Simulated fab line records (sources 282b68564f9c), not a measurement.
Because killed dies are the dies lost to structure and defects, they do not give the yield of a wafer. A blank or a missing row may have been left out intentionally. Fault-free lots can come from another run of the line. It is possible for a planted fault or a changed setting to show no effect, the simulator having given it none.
A single fault, viewed from 2 desks ; flow rit-cmos ; only its own numbers are on each desk; what lay behind them is given at the end

== FOR THE TOOL OWNER'S DESK: rtp-anneal-02 ==
At RIT_SDANNEAL_RTA_03 (time 5 s), the tool's own readings, given per lot that ran on this tool as the mean of the sampled wafers with a number. Any lot whose mean is over 4 standard deviations away from the usual mean is out of limits and marked OUT; that distance is given in the brackets.
Columns: A = wafer_temp_C_max at RIT_SDANNEAL_RTA_03, usual 1053.6
lot;first seen here;A
L959;day 3 02:53;1054.5
L961;day 3 12:39;1053.9
L963;day 3 22:45;1053.5
L965;day 4 08:02;1054.1
L973;day 5 23:38;987.5 (-55) OUT
L975;day 6 08:38;989.1 (-54) OUT
This desk's finding: out of limits on L973, L975; first on L973, day 5 23:38 (wafer_temp_C_max at RIT_SDANNEAL_RTA_03). L959, L961, L963, L965: within limits.

== THE METROLOGY DESK ==
Lot by lot, what the gauges showed, no matter which tool ran the lot: averages of those sampled wafers that carry a number. Any lot whose mean is over 4 standard deviations away from the usual mean is out of limits and marked OUT; that distance is given in the brackets.
Columns: A = PSD_RS at RIT_SDANNEAL_RS_MEAS_04, usual 115.89 ohm/sq; B = NSD_RS at RIT_SDANNEAL_RS_MEAS_05, usual 84.52 ohm/sq; C = PLDD_RS at RIT_SDANNEAL_RS_MEAS_06, usual 178.6 ohm/sq
lot;first seen here;A;B;C
L959;day 3 02:57;115.45;84.59;178.4
L961;day 3 12:43;116.10;84.55;179.1
L962;day 3 20:48;115.96;84.60;179.4
L963;day 3 22:48;116.02;84.92;179.1
L964;day 4 03:42;116.05;84.47;178.4
L965;day 4 08:06;115.93;84.25;178.9
L966;day 4 11:58;115.68;84.24;179.2
L968;day 5 00:00;115.69;84.02;177.9
L970;day 5 08:17;116.00;84.81;178.4
L973;day 5 23:41;166.04 (+99 or more) OUT;86.86 (+7.8) OUT;246.4 (+99 or more) OUT
L975;day 6 08:41;166.28 (+99 or more) OUT;87.23 (+9.0) OUT;246.6 (+99 or more) OUT
L978;day 7 01:05;116.17;84.77;178.6
L980;day 7 10:54;115.92;84.24;178.9
L982;day 7 22:17;115.80;84.63;179.0
This desk finds L973, L975 out of limits, with the earliest case on L973 at day 5 23:41 (PSD_RS at RIT_SDANNEAL_RS_MEAS_04). L959, L961, L962, L963, L964, L965, L966, L968, L970, L978, L980, L982: within limits.

== ALL TOGETHER ==
On L973, L975, at day 5 23:38, an alarm was possible from the tool owner's desk.
L973, L975 would have let the metrology desk raise an alarm at day 5 23:41.
The lots listed all ran RIT_SDANNEAL_RTA_03 on rtp-anneal-02.

== WHAT WAS PUT IN BY THE SIMULATOR ==
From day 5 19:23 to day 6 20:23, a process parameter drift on rtp-anneal-02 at RIT_SDANNEAL_RTA_03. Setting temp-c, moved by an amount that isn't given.
Lots struck among those shown: L973, L975.
Hours from the fault's start to each desk's first reading out of limits: the tool owner's desk, 4; the metrology desk, 4.
